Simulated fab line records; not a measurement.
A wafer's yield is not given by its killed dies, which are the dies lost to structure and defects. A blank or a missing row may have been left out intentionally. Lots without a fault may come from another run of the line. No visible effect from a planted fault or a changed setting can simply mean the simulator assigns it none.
Check of tool commonality | flow rit_cmos | 15 lots, 45 wafers sampled

== REASON IT WAS OPENED ==
3 of 15 lots carry a flag on the reading NLDD_TW at RIT_NLDD_TW_MEAS_10. Wafers without a fault read 2487, standard deviation 14.
Rule: flag the lot when none of its wafers has a number, or when each of its wafers that has one lies beyond 4 standard deviations from that mean. The rest of the lots are taken to be sound.

lot  | measured    | on            | NLDD_TW, wafer by wafer | flag
L383 | day 2 23:43 | film_metro-03 | 2476 2468 2476          |
L384 | day 3 04:01 | film_metro-03 | 2477 2478 2467          |
L385 | day 3 08:27 | film_metro-04 | 2275 2294 2268          | FLAGGED
L386 | day 3 14:55 | film_metro-04 | 2501 2510 2509          |
L387 | day 3 19:31 | film_metro-03 | 2270 2259 2262          | FLAGGED
L388 | day 4 00:08 | film_metro-04 | 2272 2277 2275          | FLAGGED
L389 | day 4 03:58 | film_metro-03 | 2472 2471 2480          |
L394 | day 5 05:59 | film_metro-01 | 2505 2499 2501          |
L396 | day 5 16:31 | film_metro-01 | 2504 2497 2499          |
L397 | day 5 21:47 | film_metro-03 | 2468 2468 2476          |
L398 | day 6 01:53 | film_metro-03 | 2468 2472 2467          |
L399 | day 6 06:44 | film_metro-04 | 2511 2511 2497          |
L401 | day 6 17:27 | film_metro-01 | 2503 2495 2492          |
L403 | day 7 02:17 | film_metro-01 | 2492 2479 2488          |
L404 | day 7 07:28 | film_metro-01 | 2500 2504 2502          |
The numbers of the flagged lots are 2272 on average: -215 against the usual, or -15 standard deviations.

== LOT BY LOT: THE TOOL USED ==
The record keeps 1 process step preceding the reading, out of 202 steps on the route. Every cell lists first the tool, next ch and the chambers used by the sampled wafers, and last the start.
lot  | flag    | RIT_NLDD_IMPLANT_08
L383 |         | implanter-04 ch 0, day 2 23:25
L384 |         | implanter-03 ch 0, day 3 03:41
L385 | FLAGGED | implanter-04 ch 0, day 3 08:08
L386 |         | implanter-03 ch 0, day 3 14:35
L387 | FLAGGED | implanter-04 ch 0, day 3 19:12
L388 | FLAGGED | implanter-04 ch 0, day 3 23:49
L389 |         | implanter-02 ch 0, day 4 03:39
L394 |         | implanter-03 ch 0, day 5 05:41
L396 |         | implanter-02 ch 0, day 5 16:13
L397 |         | implanter-03 ch 0, day 5 21:29
L398 |         | implanter-02 ch 0, day 6 01:35
L399 |         | implanter-02 ch 0, day 6 06:25
L401 |         | implanter-02 ch 0, day 6 17:07
L403 |         | implanter-04 ch 0, day 7 01:58
L404 |         | implanter-03 ch 0, day 7 07:08
What these steps do:
- RIT_NLDD_IMPLANT_08
- RIT_NLDD_TW_MEAS_10

== FLAGGED AGAINST TOTAL, ONE TOOL AT A TIME (gauges that did the reading follow at the end) ==
step                | tool          | lots run | flagged | share of the flagged lots | sound lots run after its first flagged lot
RIT_NLDD_IMPLANT_08 | implanter-02  | 5        | 0       | none                      | -
RIT_NLDD_IMPLANT_08 | implanter-03  | 5        | 0       | none                      | -
RIT_NLDD_IMPLANT_08 | implanter-04  | 5        | 3       | all                       | 1 (L403)
RIT_NLDD_TW_MEAS_10 | film_metro-01 | 5        | 0       | none                      | -
RIT_NLDD_TW_MEAS_10 | film_metro-03 | 6        | 1       | some                      | 3 (L389,L397,L398)
RIT_NLDD_TW_MEAS_10 | film_metro-04 | 4        | 2       | some                      | 2 (L386,L399)

== THE TABLE: WHAT IT ALLOWS ==
In the table, 1 row covers all flagged lots: implanter-04 at RIT_NLDD_IMPLANT_08.
- implanter-04 at RIT_NLDD_IMPLANT_08: 3 of its 5 lots flagged. Sound lots followed the first flagged one (L403) on it, something a lasting fault affecting the whole tool could not allow. Its own readings lie more than 4 standard deviations out on every wafer of the flagged lots: dose_ions_cm2, faraday_current_uA.
No row of the table ran every flagged lot and no sound lot after the first.

== WHAT WAS PUT IN BY THE SIMULATOR ==
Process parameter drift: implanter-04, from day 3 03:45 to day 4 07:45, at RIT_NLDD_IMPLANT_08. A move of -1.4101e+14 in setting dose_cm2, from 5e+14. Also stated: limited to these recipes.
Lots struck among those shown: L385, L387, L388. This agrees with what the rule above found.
